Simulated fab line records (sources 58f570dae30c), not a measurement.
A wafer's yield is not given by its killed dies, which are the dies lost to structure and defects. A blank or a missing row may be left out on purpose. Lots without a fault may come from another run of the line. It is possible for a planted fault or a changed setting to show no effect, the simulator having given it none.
Chamber matching ; flow berkeley cmos170 ; 4 sister chambers for UCB170_ACTIVE_ETCH_15 on rie diel-02
The step etches Si3N4 in CH3F/Ar/O2, stops on SiO2, target depth 242 nm, time 151 s. 4 wafers are shown with their chamber, then 11 later ones without.

== WAFERS WITH THEIR CHAMBER ==
wafer;chamber;throttle valve pct (%)
L082.2;3;8.19
L086.1;2;7.85
L086.6;0;7.83
L087.2;1;8.05

== WAFERS WITH NO CHAMBER GIVEN ==
wafer;throttle valve pct (%)
L087.3;7.86
L087.4;8.17
L089.2;8.18
L089.3;7.85
L089.5;7.84
L093.1;8.06
L093.3;7.81
L093.4;8.04
L096.3;8.06
L096.5;8.19
L096.6;7.87

== WHICH CHAMBER EACH WENT THROUGH ==
wafer;from the rows above;in truth
L087.3;can't be placed: 2 or 0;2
L087.4;3;3
L089.2;3;3
L089.3;can't be placed: 2 or 0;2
L089.5;can't be placed: 0 or 2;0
L093.1;1;1
L093.3;can't be placed: 0 or 2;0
L093.4;1;1
L096.3;1;1
L096.5;3;3
L096.6;can't be placed: 2 or 0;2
6 of 11 placed correctly. These rows do not allow placing 5 (true chamber among the candidates in 5). 0 placed wrongly.
How it was worked out, from the rows above alone: a wafer's distance from a chamber is the root of the sum, over the readings, of the square of ((its reading less the chamber's mean) divided by the reading's scatter). If the next closest chamber is less than 2 further off than the closest, the wafer can't be placed; otherwise it belongs to the closest. The mean given for a chamber averages the wafers shown for that chamber. The scatter (one wafer shown for each chamber): square how far every hidden wafer sits from the nearest shown wafer, average those squares and take the square root.
